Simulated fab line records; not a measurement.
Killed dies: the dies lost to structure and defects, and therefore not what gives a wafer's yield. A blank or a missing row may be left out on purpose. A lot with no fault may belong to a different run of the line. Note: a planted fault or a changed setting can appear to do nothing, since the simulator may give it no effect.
Split-lot experiment -- flow ritCmos -- 23 wafers read across 5 lots, on a route 202 steps long

THE SPLIT ITSELF
At RIT_ACTIVE_COAT_06 (resist thk 1000 nm), the setting spinRpm was moved away from the recipe's 3250 rpm on 10 of the 23 wafers read, by -2.3% to +6.0%. For the rest of the wafers, this setting stayed at what the recipe calls for.

The split's own step is where the reading is taken.

THE READING
NOVOLAK_of_ACTIVE_COAT_06.thkNm (the simulator's own value, which no gauge read), in nm, at RIT_ACTIVE_COAT_06 (resist thk 1000 nm). There is no usual value for it anywhere in the file. Average 999.6 nm, standard deviation 4.5 nm, over the 13 wafers here run with the recipe.

wafer,"tool, chamber at the split","spinRpm as run, rpm",against the recipe,"NOVOLAK_of_ACTIVE_COAT_06.thkNm, nm",against lot-mates on the recipe
L074.1,"lithoTrack-01, 0",3175,-2.3%,1011,+12.7
L074.3,"lithoTrack-01, 0",3250,recipe,1001,-
L074.4,"lithoTrack-01, 0",3250,recipe,997.6,-
L074.5,"lithoTrack-01, 0",3250,recipe,996.3,-
L074.6,"lithoTrack-01, 0",3175,-2.3%,1010,+11.7
L076.1,"lithoTrack-04, 0",3250,recipe,1005,-
L076.2,"lithoTrack-04, 0",3349,+3.0%,990.8,-15.5
L076.4,"lithoTrack-04, 0",3349,+3.0%,992.4,-13.9
L076.5,"lithoTrack-04, 0",3250,recipe,1008,-
L076.6,"lithoTrack-04, 0",3250,recipe,1006,-
L077.1,"lithoTrack-04, 0",3445,+6.0%,971.3,-28.3
L077.3,"lithoTrack-04, 0",3250,recipe,997.2,-
L077.4,"lithoTrack-04, 0",3445,+6.0%,973,-26.6
L077.5,"lithoTrack-04, 0",3445,+6.0%,971.1,-28.5
L077.6,"lithoTrack-04, 0",3250,recipe,1002,-
L078.1,"lithoTrack-01, 0",3250,recipe,995.7,-
L078.3,"lithoTrack-01, 0",3250,recipe,994.6,-
L078.6,"lithoTrack-01, 0",3250,recipe,992.2,-
L079.1,"lithoTrack-01, 0",3324,+2.3%,987.9,-11.6
L079.2,"lithoTrack-01, 0",3250,recipe,1000,-
L079.3,"lithoTrack-01, 0",3324,+2.3%,990.3,-9.2
L079.4,"lithoTrack-01, 0",3324,+2.3%,989.2,-10.3
L079.5,"lithoTrack-01, 0",3250,recipe,999.1,-

THE FIT
A straight line over all 23 wafers: NOVOLAK_of_ACTIVE_COAT_06.thkNm changes by -4.45 nm for each +1% of spinRpm; r = -0.94; the points scatter about the line by 4 nm.
The same after taking each lot's own level away (the mean of its wafers on the recipe; 23 wafers): -4.73 nm for each +1%; r = -0.99; scatter 1.5 nm.
Per that fit: largest spinRpm move, reading shift of 28 nm.
The span of the lots' own levels, 994.17 to 1006.33 nm, comes to 2.7 times the standard deviation stated above.
The two slopes agree, so the slope changes little with the lot-to-lot level.
Check: -28.2 nm against its lot-mates is what the line predicts for one of the wafers moved furthest among these (+6.0%) when that wafer is left out of the fit. It came out at -28.3 nm against them.

THE FILE'S OWN FIT
NOVOLAK_of_ACTIVE_COAT_06.thkNm changes by -4.74 nm for each +1% of spinRpm, r = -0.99.
